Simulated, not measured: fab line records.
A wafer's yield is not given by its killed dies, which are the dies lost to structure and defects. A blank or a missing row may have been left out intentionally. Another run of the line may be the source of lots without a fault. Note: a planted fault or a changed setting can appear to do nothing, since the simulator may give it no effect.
The tool behind it: which one? -- flow rit_cmos -- 21 wafers from 7 lots sampled at 2 of the route's 202 steps

WHAT EACH GAUGE READ, for each wafer
RIT_NLDD_TW_MEAS_10.
lot,measured,on,NLDD_TW
L381,day 3 01:53,film_metro-03,2513 2512 2522
L384,day 3 20:52,film_metro-01,2493 2497 2495
L386,day 4 00:55,film_metro-02,2459 2452 2449
L388,day 4 15:01,film_metro-01,2715 2713 2713
L396,day 6 11:36,film_metro-03,2501 2491 2495
L397,day 6 22:34,film_metro-01,2485 2479 2484
L400,day 7 04:55,film_metro-03,2492 2497 2498

TOOL THAT RAN EACH LOT (tool first, then ch and the chambers of the sampled wafers, then the start)
lot,RIT_NLDD_IMPLANT_08
L381,"implanter-04 ch 0, day 3 01:34"
L384,"implanter-01 ch 0, day 3 20:32"
L386,"implanter-04 ch 0, day 4 00:36"
L388,"implanter-04 ch 0, day 4 14:43"
L396,"implanter-01 ch 0, day 6 11:17"
L397,"implanter-02 ch 0, day 6 22:17"
L400,"implanter-01 ch 0, day 7 04:37"
- RIT_NLDD_IMPLANT_08

THE ANSWER, worked out from the rows above alone
Rule: the lots themselves supply what counts as usual. Put in order of their means at a reading, lots are off if they are a third of the lots or fewer, leave a main group of 4 or more, and stand apart from it by a gap of 3 or more times the standard deviation of the main group's means; of several such gaps the widest counts. A main group is skipped when, at the precision printed for the reading in the tables above, its means are all equal. A lot without any number at a reading at which 4 lots or more have one is off too. Any other lot the step has rows for is counted as sound.
Off: L388, at RIT_NLDD_TW_MEAS_10 (NLDD_TW). Main group: mean 2490, sd 19.
If a tool, at a process step before that reading, ran all the lots that are off and no sound lot after the first of them, it fits. The gauges at RIT_NLDD_TW_MEAS_10 are tried like those tools. One fits: RIT_NLDD_IMPLANT_08 on implanter-04. A fault onset in the window from L386 (day 4 00:36, its last sound lot) to L388 (day 4 14:43, its first lot off) fits.

WHAT WAS PUT IN BY THE SIMULATOR
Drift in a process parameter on implanter-04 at RIT_NLDD_IMPLANT_08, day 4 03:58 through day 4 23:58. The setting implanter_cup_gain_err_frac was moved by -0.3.
Struck lots among those shown: L388. The same result came from the rule above.
